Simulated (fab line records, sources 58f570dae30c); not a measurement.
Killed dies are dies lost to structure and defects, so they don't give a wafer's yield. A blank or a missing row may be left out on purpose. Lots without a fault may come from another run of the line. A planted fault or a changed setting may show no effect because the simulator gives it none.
fab line records | flow berkeley_cmos170
record lots=5 wafers=15 last_day=11
route steps=331 shown PVT@121 GATE@125 FIELD@126 PLDD@145
lots that met no fault: from a run of the same line without faults
start_h: hours from the record's first day to the start of the lot's first wafer shown | wait_h: hours since the lot's step before | " the same as in the row above | L1.1+2: a row that stands for several wafers | - no value, or no start given | * or withheld: withheld | < > ~ a bound
route shown NAME@n: a module of which the file shows steps, and the number in the route of the first | usual: mean/standard deviation of fault-free wafers | same: alike in all rows | chamber/n: place in a boat | sites: the reading at each site | _std_site: their standard deviation | _edge_site: outer sites' mean less inner sites' | radius_mm: how far each site lies from the wafer's centre | mask NAME#n: copy n | behind: the tool/chamber that last shaped the wafer | hold: why the lot was held/for how many hours/how that ended | device: the transistor (n, p or np) that didn't switch | end of line: the same wafers' tests at the end of the route | a step without rows: its recipe alone | killed: dies lost to structure and defects at the first sort, not the wafer's yield | map: a wafer's dies, x killed, . not, _ none there
set.NAME: the setting as run; set.NAME@STEP: as run at that earlier step | model.NAME: the simulator's own value behind a step, which no gauge read
lots at some steps of the route; a table a step, a row a wafer
services: from which hour (start_h, from the record's first day; less than 0 if before it) a tool's chamber was out of use, for how many hours, and why
## steps
# step UCB170_PVT_OVL_MEAS_06
# usual PVT_OVL=3/5.3
# columns lot.wafer tool chamber start_h wait_h PVT_OVL[nm]
L082.2 overlay-01 - 160.21 - 0
L082.3 " - " " -1
L082.6 " - " " 2
L089.1 overlay-01 - 191.70 - 11
L089.3 " - " " 7
L089.5 " - " " 7
L090.1 overlay-01 - 194.04 - -5
L090.2 " - " " 4
L090.3 " - " " 3
L094.1 overlay-02 - 213.76 - 2
L094.3 " - " " 0
L094.5 " - " " -1
L095.1 overlay-02 - 223.72 - 16
L095.3 " - " " 13
L095.6 " - " " 11
# step UCB170_PVT_IMPLANT_07
# recipe species=P dose_cm2=2e+12 energy_kev=30 tilt_deg=7
# columns lot.wafer tool chamber start_h wait_h
L082.2+3+6 implanter-03 0 160.27 0.0
L089.1+3+5 implanter-02 0 191.73 0.0
L090.1+2+3 implanter-03 0 194.07 0.0
L094.1+3+5 implanter-03 0 213.79 0.0
L095.1+3+6 implanter-01 0 223.75 0.0
# step UCB170_PVT_STRIP_08
# recipe chemistry=O2 power_w=400 pressure_mtorr=3500 platen_temp_c=withheld o2_flow_sccm=400 overash_fraction=0.5
# usual chamber_pressure_mTorr=3500/3.2 drypump_motor_current_A=5.9/0.49 oes_product_au=0.735/0.0048 strip_time_to_endpoint_s=21.63/0.054
# columns lot.wafer tool chamber start_h wait_h chamber_pressure_mTorr drypump_motor_current_A oes_product_au rf_hours_counter_h strip_time_to_endpoint_s
L082.2 plasma_asher-04 0 160.39 0.1 3500 6.8 0.727 47 21.57
L082.3 " 1 " " 3495 5.7 0.738 - 21.57
L082.6 " 1 " " 3499 5.7 0.738 - 21.56
L089.1 plasma_asher-04 1 191.88 0.1 3498 5.7 0.742 50 21.64
L089.3 " 0 " " 3502 6.7 0.738 - 21.70
L089.5 " 0 " " 3503 6.8 0.740 - 21.67
L090.1 plasma_asher-02 0 194.22 0.1 3498 6.0 0.743 40 21.64
L090.2 " 1 " " 3502 6.1 0.734 40 21.57
L090.3 " 1 " " 3499 6.1 0.735 - 21.62
L094.1 plasma_asher-04 0 213.94 0.1 3500 6.7 0.727 52 21.65
L094.3 " 1 " " 3508 5.7 0.732 - 21.61
L094.5 " 0 " " 3501 6.7 0.737 - 21.61
L095.1 plasma_asher-02 1 223.90 0.1 3497 6.1 0.735 43 21.59
L095.3 " 0 " " 3501 6.1 0.732 - 21.59
L095.6 " 0 " " 3501 6.0 0.734 - 21.59
# step UCB170_PVT_TW_MEAS_09
# usual PVT_TW=505.3/2.9
# columns lot.wafer tool chamber start_h wait_h PVT_TW
L082.2 film_metro-03 - 160.50 0.1 503.1
L082.3 " - " " 499.5
L082.6 " - " " 501.6
L089.1 film_metro-04 - 191.98 0.1 508.0
L089.3 " - " " 505.8
L089.5 " - " " 505.4
L090.1 film_metro-02 - 194.32 0.1 506.6
L090.2 " - " " 504.2
L090.3 " - " " 505.4
L094.1 film_metro-02 - 214.04 0.1 507.9
L094.3 " - " " 506.6
L094.5 " - " " 507.7
L095.1 film_metro-04 - 224.00 0.1 509.1
L095.3 " - " " 510.3
L095.6 " - " " 510.2
# step UCB170_GATE_WET_ETCH_00
# recipe chemistry=dHF dilution=25:1 target=SiO2 temp_c=25 time_s=200
# columns lot.wafer tool chamber start_h wait_h
L082.2+3+6 wet_bench-01 2 160.58 0.1
L089.1+3+5 wet_bench-01 3 192.04 0.1
L090.1+2+3 wet_bench-01 0 194.69 0.4
L094.1+3+5 wet_bench-01 2 214.10 0.1
L095.1+3+6 wet_bench-02 2 224.10 0.1
# step UCB170_FIELD_THK_MEAS_91
# recipe reads=SiO2_of_FIELD_OXIDATION_01
# usual FIELD_OXIDE_LEFT_2_THK=350/8.6
# columns lot.wafer tool chamber start_h wait_h FIELD_OXIDE_LEFT_2_THK[nm]
L082.2 film_metro-04 - 160.65 0.0 343
L082.3 " - " " 350
L082.6 " - " " 353
L089.1 film_metro-03 - 192.17 0.0 352
L089.3 " - " " 354
L089.5 " - " " 353
L090.1 film_metro-03 - 194.82 0.0 339
L090.2 " - " " 353
L090.3 " - " " 349
L094.1 film_metro-04 - 214.17 0.0 359
L094.3 " - " " 358
L094.5 " - " " 357
L095.1 film_metro-04 - 224.17 0.0 347
L095.3 " - " " 349
L095.6 " - " " 362
# step UCB170_GATE_OXIDATION_01
# recipe temp_c=850 ambient=O2 target_thk_a=66 ox_time_s=1800
# usual spike_tc_centre_C=852.3/1.2 tube_center_temp_C=850/0.078
# columns lot.wafer tool chamber start_h wait_h spike_tc_centre_C tube_center_temp_C
L082.2 furnace-02 0 164.72 4.1 851.7 850.07
L082.3 " 0 " " 850.8 850.03
L082.6 " 0 " " 851.1 849.98
L089.1 furnace-02 0 195.79 3.6 851.1 850.05
L089.3 " 0 " " 852.3 849.9
L089.5 " 0 " " 851.6 850.01
L090.1 furnace-02 0 195.79 1.0 850.8 850.04
L090.2 " 0 " " 851.2 850.11
L090.3 " 0 " " 851.6 850.17
L094.1 furnace-02 0 215.56 1.4 851.5 850.04
L094.3 " 0 " " 850.9 849.97
L094.5 " 0 " " 851.4 849.98
L095.1 furnace-03 0 227.03 2.8 853.0 849.86
L095.3 " 0 " " 851.8 850
L095.6 " 0 " " 854.3 849.92
# step UCB170_GATE_THK_MEAS_02
# recipe reads=SiO2_of_GATE_OXIDATION_01
# usual GATE_OXIDE_THK=6.62/0.13
# columns lot.wafer tool chamber start_h wait_h GATE_OXIDE_THK[nm]
L082.2 film_metro-01 - 166.23 0.0 6.63
L082.3 " - " " 6.65
L082.6 " - " " 6.67
L089.1 film_metro-03 - 197.29 0.0 6.63
L089.3 " - " " 6.59
L089.5 " - " " 6.66
L090.1 film_metro-01 - 197.29 0.0 6.76
L090.2 " - " " 6.76
L090.3 " - " " 6.79
L094.1 film_metro-01 - 217.11 0.0 6.84
L094.3 " - " " 6.75
L094.5 " - " " 6.79
L095.1 film_metro-03 - 228.53 0.0 6.59
L095.3 " - " " 6.65
L095.6 " - " " 6.64
# step UCB170_GATE_ANNEAL_03
# recipe temp_c=900 time_s=1800 ambient=N2
# usual spike_tc_centre_C=902.3/1.3 tube_center_temp_C=899.99/0.081
# columns lot.wafer tool chamber start_h wait_h spike_tc_centre_C tube_center_temp_C
L082.2 furnace-02 0 170.24 4.0 900.5 900.07
L082.3 " 0 " " 901.5 900.07
L082.6 " 0 " " 901.4 899.81
L089.1 furnace-02 0 201.54 4.2 902.4 900
L089.3 " 0 " " 900.8 899.94
L089.5 " 0 " " 902.9 899.9
L090.1 furnace-02 0 201.54 4.2 901.4 900.03
L090.2 " 0 " " 902.9 900.04
L090.3 " 0 " " 901.2 900.03
L094.1 furnace-04 0 219.87 2.8 902.1 899.96
L094.3 " 0 " " 904.1 899.85
L094.5 " 0 " " 903.6 899.88
L095.1 furnace-04 0 232.62 4.1 906.3 900.18
L095.3 " 0 " " 904.5 900.03
L095.6 " 0 " " 904.2 899.97
# step UCB170_GATE_CVD_04
# recipe material=poly-Si temp_c=610 precursor=SiH4 time_s=1440 pressure_mtorr=375 target_thk_nm=214 sih4_flow_sccm=120
# usual spike_tc_centre_C=613.6/1.4
# columns lot.wafer tool chamber start_h wait_h spike_tc_centre_C
L082.2 lpcvd-01 0 171.74 0.0 613.9
L082.3 " 0 " " 614.3
L082.6 " 0 " " 613.0
L089.1 lpcvd-01 0 203.57 0.5 613.5
L089.3 " 0 " " 612.1
L089.5 " 0 " " 612.8
L090.1 lpcvd-01 1 203.57 0.5 612.7
L090.2 " 1 " " 613.7
L090.3 " 1 " " 612.8
L094.1 lpcvd-02 0 221.37 0.0 613.7
L094.3 " 0 " " 613.7
L094.5 " 0 " " 614.5
L095.1 lpcvd-01 0 236.54 2.4 614.9
L095.3 " 0 " " 614.9
L095.6 " 0 " " 612.7
# step UCB170_GATE_THK_MEAS_05
# recipe reads=poly-Si_of_GATE_CVD_04
# usual GATE_POLY_THK=213.8/2
# columns lot.wafer tool chamber start_h wait_h GATE_POLY_THK[nm]
L082.2 film_metro-01 - 173.15 0.0 213.3
L082.3 " - " " 214.0
L082.6 " - " " 212.2
L089.1 film_metro-02 - 204.97 0.0 213.4
L089.3 " - " " 211.9
L089.5 " - " " 212.2
L090.1 film_metro-01 - 204.97 0.0 214.7
L090.2 " - " " 215.6
L090.3 " - " " 216.3
L094.1 film_metro-03 - 222.77 0.0 215.2
L094.3 " - " " 215.1
L094.5 " - " " 214.8
L095.1 film_metro-03 - 237.94 0.0 210.3
L095.3 " - " " 211.6
L095.6 " - " " 213.1
# step UCB170_GATE_COAT_06
# recipe resist=BARC temp_c=withheld time_s=withheld spin_rpm=3000 resist_thk_nm=withheld
# usual chill_plate_temp_C=*
# columns lot.wafer tool chamber start_h wait_h chill_plate_temp_C
L082.2 litho_track-01 0 173.22 0.1 *
L082.3 " 0 " " *
L082.6 " 0 " " *
L089.1 litho_track-04 0 205.40 0.4 *
L089.3 " 0 " " *
L089.5 " 0 " " *
L090.1 litho_track-01 0 205.55 0.6 *
L090.2 " 0 " " *
L090.3 " 0 " " *
L094.1 litho_track-04 0 222.99 0.2 *
L094.3 " 0 " " *
L094.5 " 0 " " *
L095.1 litho_track-01 0 238.00 0.1 *
L095.3 " 0 " " *
L095.6 " 0 " " *
# step UCB170_GATE_COAT_07
# recipe resist=KrF spin_rpm=1500 resist_thk_nm=900
# usual chill_plate_temp_C=22.97/0.099
# columns lot.wafer tool chamber start_h wait_h chill_plate_temp_C
L082.2 litho_track-01 0 - - 23.08
L082.3 " 0 " " 23.02
L082.6 " 0 " " 22.91
L089.1 litho_track-04 0 - - 23.06
L089.3 " 0 " " 22.92
L089.5 " 0 " " 23.05
L090.1 litho_track-01 0 - - 22.94
L090.2 " 0 " " 23.10
L090.3 " 0 " " 22.91
L094.1 litho_track-04 0 - - 23.01
L094.3 " 0 " " 23.09
L094.5 " 0 " " 23.02
L095.1 litho_track-01 0 - - 22.98
L095.3 " 0 " " 23.08
L095.6 " 0 " " 23.06
# step UCB170_GATE_SOFTBAKE_08
# recipe resist=KrF temp_c=130 time_s=60
# usual chill_plate_temp_C=22.99/0.11
# columns lot.wafer tool chamber start_h wait_h chill_plate_temp_C
L082.2 litho_track-01 0 - - 23.08
L082.3 " 0 " " 22.97
L082.6 " 0 " " 23.05
L089.1 litho_track-04 0 - - 23.11
L089.3 " 0 " " 23.00
L089.5 " 0 " " 22.98
L090.1 litho_track-01 0 - - 23.18
L090.2 " 0 " " 23.11
L090.3 " 0 " " 22.98
L094.1 litho_track-04 0 - - 23.05
L094.3 " 0 " " 22.99
L094.5 " 0 " " 22.96
L095.1 litho_track-01 0 - - 22.87
L095.3 " 0 " " 22.98
L095.6 " 0 " " 22.93
# step UCB170_GATE_EXPOSE_09
# recipe mask_id=POLY target_cd_nm=350 na=0.5 sigma_outer=0.6 source_shape=conventional dose_mj=21
# usual focus_offset_nm=0.0/0.53 stage_vel_mm_s=500.01/0.26
# columns lot.wafer tool chamber start_h wait_h mask focus_offset_nm stage_vel_mm_s
L082.2 krf_scanner-01 0 173.79 - POLY#0 -0.2 499.96
L082.3 " 0 " " POLY#0 -0.5 500.05
L082.6 " 0 " " POLY#0 -0.2 499.90
L089.1 krf_scanner-01 0 205.97 - POLY#0 0.5 499.97
L089.3 " 0 " " POLY#0 0.2 500.18
L089.5 " 0 " " POLY#0 0.0 500.23
L090.1 krf_scanner-02 0 206.21 - POLY#0 -0.1 500.17
L090.2 " 0 " " POLY#0 0.1 500.08
L090.3 " 0 " " POLY#0 0.4 500.14
L094.1 krf_scanner-02 0 223.63 - POLY#0 0.0 500.38
L094.3 " 0 " " POLY#0 -0.5 499.93
L094.5 " 0 " " POLY#0 0.0 500.24
L095.1 krf_scanner-01 0 238.58 - POLY#0 -0.4 500.05
L095.3 " 0 " " POLY#0 -0.7 499.72
L095.6 " 0 " " POLY#0 0.4 500.22
# step UCB170_GATE_PEB_10
# recipe peb_temp_c=130 peb_time_s=withheld resist=KrF
# usual chill_plate_temp_C=22.99/0.12
# columns lot.wafer tool chamber start_h wait_h chill_plate_temp_C
L082.2 litho_track-04 0 173.92 0.1 23.02
L082.3 " 0 " " 23.06
L082.6 " 0 " " 23.21
L089.1 litho_track-04 0 206.12 0.1 22.87
L089.3 " 0 " " 22.99
L089.5 " 0 " " 22.98
L090.1 litho_track-02 0 206.33 0.1 22.72
L090.2 " 0 " " 22.91
L090.3 " 0 " " 22.95
L094.1 litho_track-02 0 223.84 0.2 22.95
L094.3 " 0 " " 23.04
L094.5 " 0 " " 22.95
L095.1 litho_track-02 0 238.88 0.3 22.97
L095.3 " 0 " " 22.96
L095.6 " 0 " " 23.14
# step UCB170_GATE_DEVELOP_11
# recipe developer=TMAH develop_time_s=45 resist=KrF dev_temp_c=21
# usual chill_plate_temp_C=23.02/0.12
# columns lot.wafer tool chamber start_h wait_h chill_plate_temp_C
L082.2 litho_track-04 0 - - 23.06
L082.3 " 0 " " 22.97
L082.6 " 0 " " 23.18
L089.1 litho_track-04 0 - - 23.10
L089.3 " 0 " " 22.96
L089.5 " 0 " " 22.94
L090.1 litho_track-02 0 - - 22.98
L090.2 " 0 " " 23.00
L090.3 " 0 " " 23.00
L094.1 litho_track-02 0 - - 22.78
L094.3 " 0 " " 22.94
L094.5 " 0 " " 22.85
L095.1 litho_track-02 0 - - 23.21
L095.3 " 0 " " 23.09
L095.6 " 0 " " 23.17
# step UCB170_GATE_CD_MEAS_12
# recipe target_cd_nm=350
# usual cd_nm=349.9/1.4
# columns lot.wafer tool chamber start_h wait_h cd_nm
L082.2 cd_sem-01 - 174.19 - 348.5
L082.3 " - " " 349.8
L082.6 " - " " 350.3
L089.1 cd_sem-02 - 206.40 - 349.8
L089.3 " - " " 350.4
L089.5 " - " " 350.7
L090.1 cd_sem-01 - 206.60 - 351.1
L090.2 " - " " 349.9
L090.3 " - " " 350.4
L094.1 cd_sem-02 - 224.12 - 349.4
L094.3 " - " " 349.3
L094.5 " - " " 349.3
L095.1 cd_sem-02 - 239.16 - 348.6
L095.3 " - " " 349.5
L095.6 " - " " 348.5
# step UCB170_GATE_OVL_MEAS_13
# usual GATE_OVL=-2/5.9
# columns lot.wafer tool chamber start_h wait_h GATE_OVL[nm]
L082.2 overlay-01 - 174.29 0.1 -13
L082.3 " - " " -5
L082.6 " - " " -10
L089.1 overlay-01 - 206.52 0.1 -2
L089.3 " - " " -8
L089.5 " - " " -3
L090.1 overlay-02 - 206.72 0.1 12
L090.2 " - " " 3
L090.3 " - " " 15
L094.1 overlay-02 - 224.24 0.1 5
L094.3 " - " " 1
L094.5 " - " " 3
L095.1 overlay-01 - 239.28 0.1 -7
L095.3 " - " " -6
L095.6 " - " " -3
# step UCB170_GATE_ETCH_14
# recipe chemistry=N2/H2 target_depth_a=withheld overetch_a=withheld target=BARC time_s=withheld source_w=500 bias_w=100 pressure_mtorr=30 n2_flow_sccm=100 h2_flow_sccm=200
# usual chamber_pressure_mTorr=30.002/0.025 drypump_motor_current_A=5.8/0.41 h2_flow_sccm=199.8/0.62 n2_flow_sccm=100.00/0.28 oes_product_au=0.999/0.011 throttle_valve_pct=13.28/0.19
# columns lot.wafer tool chamber start_h wait_h chamber_pressure_mTorr drypump_motor_current_A h2_flow_sccm n2_flow_sccm oes_product_au throttle_valve_pct
L082.2 rie_diel-01 1 174.32 0.0 29.966 5.4 200.6 99.70 1.011 13.42
L082.3 " 0 " " 29.953 5.8 198.8 100.33 1.013 13.35
L082.6 " 3 " " 30.026 5.5 200.1 100.53 1.007 12.93
L089.1 rie_diel-02 3 206.55 0.0 30.005 6.4 200.2 99.58 0.988 13.43
L089.3 " 2 " " 30.009 5.5 200.3 100.44 1.005 13.12
L089.5 " 0 " " 29.966 6.0 200.6 100.04 1.032 13.40
L090.1 rie_diel-01 0 206.76 0.0 30.031 5.7 199.7 100.21 1.023 13.33
L090.2 " 3 " " 29.997 5.5 198.6 99.73 0.994 12.95
L090.3 " 2 " " 29.982 6.7 198.7 99.81 1.000 13.03
L094.1 rie_diel-02 1 224.27 0.0 29.963 5.5 200.5 99.94 0.997 13.46
L094.3 " 2 " " 30.005 5.5 199.5 99.92 1.000 13.13
L094.5 " 2 " " 29.973 5.5 198.8 99.88 0.993 13.12
L095.1 rie_diel-03 2 239.31 0.0 29.951 6.0 200.1 99.83 0.982 13.05
L095.3 " 3 " " 30.012 5.3 199.5 100.31 0.997 13.23
L095.6 " 1 " " 30.028 5.5 199.9 99.85 0.994 13.46
# step UCB170_GATE_ETCH_15
# recipe chemistry=HBr/Cl2 target=poly-Si stop_on=SiO2 over_etch_frac=0.3 icp_w=300 bias_w=150 time_s=56.3 pressure_mtorr=15 HBr_flow_sccm=150 Cl2_flow_sccm=50 target_depth_a=2782
# usual chamber_pressure_mTorr=15.000/0.014 drypump_motor_current_A=5.42/0.26 oes_product_au=0.835/0.013 throttle_valve_pct=26.46/0.12
# columns lot.wafer tool chamber start_h wait_h chamber_pressure_mTorr drypump_motor_current_A oes_product_au rf_hours_counter_h throttle_valve_pct
L082.2 rie_si-02 3 174.36 - 15.009 5.51 0.831 0 26.38
L082.3 " 1 " " 14.999 5.71 0.852 2 26.34
L082.6 " 1 " " 15.036 5.77 0.846 - 26.33
L089.1 rie_si-01 1 206.59 - 14.997 5.62 0.810 1 26.66
L089.3 " 2 " " 14.991 5.28 0.823 77 26.38
L089.5 " 3 " " 14.998 5.08 0.823 - 26.59
L090.1 rie_si-02 1 206.80 - 14.989 5.72 0.848 2 26.30
L090.2 " 0 " " 15.004 5.06 0.862 0 26.48
L090.3 " 3 " " 15.002 5.52 0.839 1 26.40
L094.1 rie_si-02 0 224.31 - 15.004 5.05 0.851 0 26.47
L094.3 " 3 " " 14.999 5.50 0.839 1 26.38
L094.5 " 1 " " 14.992 5.70 0.864 - 26.31
L095.1 rie_si-01 3 239.35 - 15.005 5.09 0.824 0 26.56
L095.3 " 1 " " 14.997 5.65 0.811 1 26.66
L095.6 " 2 " " 15.009 5.26 0.828 - 26.38
# step UCB170_GATE_STRIP_16
# recipe chemistry=O2 power_w=400 pressure_mtorr=3500 platen_temp_c=withheld o2_flow_sccm=400 overash_fraction=0.5
# usual chamber_pressure_mTorr=3500/3.1 drypump_motor_current_A=5.9/0.54 oes_product_au=0.725/0.0046
# columns lot.wafer tool chamber start_h wait_h chamber_pressure_mTorr drypump_motor_current_A oes_product_au rf_hours_counter_h
L082.2 plasma_asher-03 1 174.41 0.0 3500 4.9 0.730 4
L082.3 " 0 " " 3492 6.0 0.725 -
L082.6 " 1 " " 3500 4.9 0.729 -
L089.1 plasma_asher-04 0 206.64 0.0 3499 6.7 0.732 52
L089.3 " 1 " " 3499 5.7 0.724 -
L089.5 " 1 " " 3507 5.7 0.723 -
L090.1 plasma_asher-02 0 206.85 0.0 3499 6.0 0.728 41
L090.2 " 1 " " 3503 6.1 0.717 41
L090.3 " 0 " " 3494 6.0 0.725 -
L094.1 plasma_asher-02 0 224.36 0.0 3501 6.1 0.717 43
L094.3 " 0 " " 3497 6.0 0.726 -
L094.5 " 1 " " 3499 6.1 0.734 -
L095.1 plasma_asher-04 1 239.40 0.0 3500 5.7 0.725 55
L095.3 " 0 " " 3500 6.7 0.716 -
L095.6 " 1 " " 3498 5.7 0.719 -
# step UCB170_GATE_CD_MEAS_90
# recipe target_cd_nm=350
# usual cd_nm=350.1/1.6
# columns lot.wafer tool chamber start_h wait_h cd_nm
L082.2 cd_sem-01 - 174.53 0.1 349.3
L082.3 " - " " 349.3
L082.6 " - " " 351.0
L089.1 cd_sem-01 - 206.74 0.1 348.9
L089.3 " - " " 350.2
L089.5 " - " " 351.0
L090.1 cd_sem-02 - 206.95 0.1 351.0
L090.2 " - " " 350.5
L090.3 " - " " 350.8
L094.1 cd_sem-01 - 224.46 0.1 349.4
L094.3 " - " " 348.6
L094.5 " - " " 348.4
L095.1 cd_sem-01 - 239.64 0.2 348.8
L095.3 " - " " 349.4
L095.6 " - " " 348.4
# step UCB170_GATE_CLEAN_17
# recipe chemistry=SPM temp_c=120 time_s=600
# columns lot.wafer tool chamber start_h wait_h
L082.2+3+6 wet_bench-02 0 174.63 0.1
L089.1+3+5 wet_bench-04 3 206.90 0.1
L090.1+2+3 wet_bench-01 2 208.21 1.2
L094.1+3+5 wet_bench-02 1 224.62 0.1
L095.1+3+6 wet_bench-02 0 239.76 0.1
# step UCB170_PLDD_HMDS_00
# recipe prime_time_s=60 prime_temp_c=100
# usual chill_plate_temp_C=22.99/0.1
# columns lot.wafer tool chamber start_h wait_h chill_plate_temp_C
L082.2 litho_track-04 0 174.83 0.0 23.16
L082.3 " 0 " " 23.09
L082.6 " 0 " " 23.03
L089.1 litho_track-04 0 207.08 0.0 22.96
L089.3 " 0 " " 23.19
L089.5 " 0 " " 22.97
L090.1 litho_track-04 0 208.60 0.0 23.02
L090.2 " 0 " " 23.02
L090.3 " 0 " " 23.15
L094.1 litho_track-04 0 224.99 0.2 22.84
L094.3 " 0 " " 22.90
L094.5 " 0 " " 22.88
L095.1 litho_track-03 0 239.93 0.0 22.92
L095.3 " 0 " " 22.79
L095.6 " 0 " " 22.93
# step UCB170_PLDD_COAT_01
# recipe resist=KrF spin_rpm=1500 resist_thk_nm=900
# usual chill_plate_temp_C=23.00/0.1
# columns lot.wafer tool chamber start_h wait_h chill_plate_temp_C
L082.2 litho_track-04 0 174.98 0.1 23.27
L082.3 " 0 " " 23.12
L082.6 " 0 " " 23.15
L089.1 litho_track-04 0 207.23 0.1 22.87
L089.3 " 0 " " 22.86
L089.5 " 0 " " 22.94
L090.1 litho_track-04 0 208.75 0.1 23.02
L090.2 " 0 " " 23.07
L090.3 " 0 " " 22.82
L094.1 litho_track-04 0 225.14 0.1 23.06
L094.3 " 0 " " 23.11
L094.5 " 0 " " 23.18
L095.1 litho_track-03 0 240.08 0.1 22.92
L095.3 " 0 " " 22.87
L095.6 " 0 " " 22.94
# step UCB170_PLDD_SOFTBAKE_02
# recipe resist=KrF temp_c=130 time_s=60
# usual chill_plate_temp_C=23.00/0.097
# columns lot.wafer tool chamber start_h wait_h chill_plate_temp_C
L082.2 litho_track-04 0 175.13 0.1 23.06
L082.3 " 0 " " 23.00
L082.6 " 0 " " 22.75
L089.1 litho_track-04 0 207.38 0.1 23.02
L089.3 " 0 " " 23.04
L089.5 " 0 " " 23.11
L090.1 litho_track-04 0 208.90 0.1 22.90
L090.2 " 0 " " 23.03
L090.3 " 0 " " 23.02
L094.1 litho_track-04 0 225.29 0.1 22.97
L094.3 " 0 " " 23.01
L094.5 " 0 " " 22.79
L095.1 litho_track-03 0 240.23 0.1 22.86
L095.3 " 0 " " 22.91
L095.6 " 0 " " 22.86
# step UCB170_PLDD_EXPOSE_03
# recipe mask_id=PSELECT na=0.5 sigma_outer=0.6 source_shape=conventional target_cd_nm=1200 dose_mj=30
# usual focus_offset_nm=-0.1/0.55 stage_vel_mm_s=499.92/0.26
# columns lot.wafer tool chamber start_h wait_h mask focus_offset_nm stage_vel_mm_s
L082.2 krf_scanner-02 0 175.40 0.2 PSELECT#0 -0.4 500.49
L082.3 " 0 " " PSELECT#0 0.1 500.00
L082.6 " 0 " " PSELECT#0 -0.9 500.08
L089.1 krf_scanner-01 0 207.65 0.2 PSELECT#0 -0.8 499.64
L089.3 " 0 " " PSELECT#0 -0.5 499.88
L089.5 " 0 " " PSELECT#0 0.0 499.95
L090.1 krf_scanner-01 0 209.05 0.1 PSELECT#0 -0.4 499.54
L090.2 " 0 " " PSELECT#0 0.5 499.74
L090.3 " 0 " " PSELECT#0 0.4 499.43
L094.1 krf_scanner-01 0 225.76 0.4 PSELECT#0 0.2 499.54
L094.3 " 0 " " PSELECT#0 0.2 499.88
L094.5 " 0 " " PSELECT#0 0.4 499.82
L095.1 krf_scanner-01 0 240.38 0.1 PSELECT#0 -0.6 500.06
L095.3 " 0 " " PSELECT#0 0.1 500.32
L095.6 " 0 " " PSELECT#0 -0.8 499.75
# step UCB170_PLDD_PEB_04
# recipe peb_temp_c=130 peb_time_s=withheld resist=KrF
# usual chill_plate_temp_C=23.00/0.1
# columns lot.wafer tool chamber start_h wait_h chill_plate_temp_C
L082.2 litho_track-01 0 175.52 0.1 22.94
L082.3 " 0 " " 23.05
L082.6 " 0 " " 23.01
L089.1 litho_track-04 0 207.77 0.1 22.73
L089.3 " 0 " " 22.93
L089.5 " 0 " " 22.84
L090.1 litho_track-04 0 209.16 0.1 22.96
L090.2 " 0 " " 22.95
L090.3 " 0 " " 22.95
L094.1 litho_track-01 0 226.03 0.2 22.92
L094.3 " 0 " " 22.81
L094.5 " 0 " " 22.84
L095.1 litho_track-04 0 240.50 0.1 22.94
L095.3 " 0 " " 23.00
L095.6 " 0 " " 22.89
# step UCB170_PLDD_DEVELOP_05
# recipe developer=TMAH develop_time_s=45 resist=KrF dev_temp_c=21
# usual chill_plate_temp_C=22.99/0.11
# columns lot.wafer tool chamber start_h wait_h chill_plate_temp_C
L082.2 litho_track-01 0 - - 23.02
L082.3 " 0 " " 22.86
L082.6 " 0 " " 22.86
L089.1 litho_track-04 0 - - 23.04
L089.3 " 0 " " 22.92
L089.5 " 0 " " 23.04
L090.1 litho_track-04 0 - - 22.92
L090.2 " 0 " " 22.92
L090.3 " 0 " " 23.04
L094.1 litho_track-01 0 - - 23.04
L094.3 " 0 " " 23.05
L094.5 " 0 " " 23.20
L095.1 litho_track-04 0 - - 23.04
L095.3 " 0 " " 22.92
L095.6 " 0 " " 23.10
# step UCB170_PLDD_CD_MEAS_06
# recipe target_cd_nm=1200
# usual cd_nm=1200.2/1.5
# columns lot.wafer tool chamber start_h wait_h cd_nm
L082.2 cd_sem-02 - 175.79 - 1200.0
L082.3 " - " " 1201.8
L082.6 " - " " 1201.4
L089.1 cd_sem-01 - 208.04 - 1198.5
L089.3 " - " " 1197.2
L089.5 " - " " 1199.4
L090.1 cd_sem-02 - 209.44 - 1203.0
L090.2 " - " " 1203.5
L090.3 " - " " 1203.6
L094.1 cd_sem-01 - 226.30 - 1202.6
L094.3 " - " " 1201.0
L094.5 " - " " 1201.6
L095.1 cd_sem-01 - 240.78 - 1199.7
L095.3 " - " " 1199.0
L095.6 " - " " 1198.7
# step UCB170_PLDD_OVL_MEAS_07
# usual PLDD_OVL=3/5.8
# columns lot.wafer tool chamber start_h wait_h PLDD_OVL[nm]
L082.2 overlay-02 - 175.90 0.1 4
L082.3 " - " " 8
L082.6 " - " " 5
L089.1 overlay-01 - 208.16 0.1 -5
L089.3 " - " " -11
L089.5 " - " " -9
L090.1 overlay-02 - 209.56 0.1 0
L090.2 " - " " 5
L090.3 " - " " 6
L094.1 overlay-01 - 226.42 0.1 8
L094.3 " - " " 5
L094.5 " - " " 10
L095.1 overlay-02 - 240.90 0.1 -8
L095.3 " - " " -3
L095.6 " - " " -5
# step UCB170_PLDD_IMPLANT_08
# recipe species=BF2 dose_cm2=5e+13 energy_kev=10 tilt_deg=7 rotation_deg=0
# columns lot.wafer tool chamber start_h wait_h
L082.2+3+6 implanter-02 0 175.95 0.0
L089.1+3+5 implanter-04 0 208.20 0.0
L090.1+2+3 implanter-01 0 209.59 0.0
L094.1+3+5 implanter-02 0 226.46 0.0
L095.1+3+6 implanter-02 0 240.94 0.0
# step UCB170_PLDD_IMPLANT_09
# recipe species=BF2 dose_cm2=5e+13 energy_kev=10 tilt_deg=7 rotation_deg=180
# columns lot.wafer tool chamber start_h wait_h
L082.2+3+6 implanter-02 0 176.10 0.1
L089.1+3+5 implanter-04 0 208.35 0.1
L090.1+2+3 implanter-01 0 209.74 0.1
L094.1+3+5 implanter-02 0 226.61 0.1
L095.1+3+6 implanter-02 0 241.09 0.1
## services
# columns tool chamber start_h hours kind
krf_scanner-02 - 154.96 1.0 pm
furnace-02 - 156.17 2.6 pm
plasma_asher-02 - 157.02 1.9 repair
plasma_asher-02 - 157.98 4.2 repair
rie_diel-03 0 162.65 1.4 repair
rie_si-02 - 163.53 0.1 repair
rie_diel-01 2 169.10 12.9 repair
implanter-02 - 171.41 3.4 repair
krf_scanner-01 - 174.40 3.4 repair
rie_si-01 3 181.36 - clean
rie_si-01 3 181.36 18.7 scheduled_down
krf_scanner-02 - 182.44 1.3 pm
furnace-03 - 183.20 2.7 pm
plasma_asher-02 - 199.51 5.9 repair
rie_diel-01 0 213.44 4.2 repair
rie_diel-03 - 218.63 4.0 pm
krf_scanner-01 - 218.90 1.0 pm
krf_scanner-02 - 225.40 0.2 repair
lpcvd-02 - 232.80 6.0 pm
krf_scanner-01 - 233.00 0.5 repair
rie_diel-03 0 233.42 36.3 repair
furnace-03 - 235.53 1.3 pm
rie_diel-01 - 236.00 0.2 repair
rie_si-02 1 240.80 1.8 repair
## key
fault none
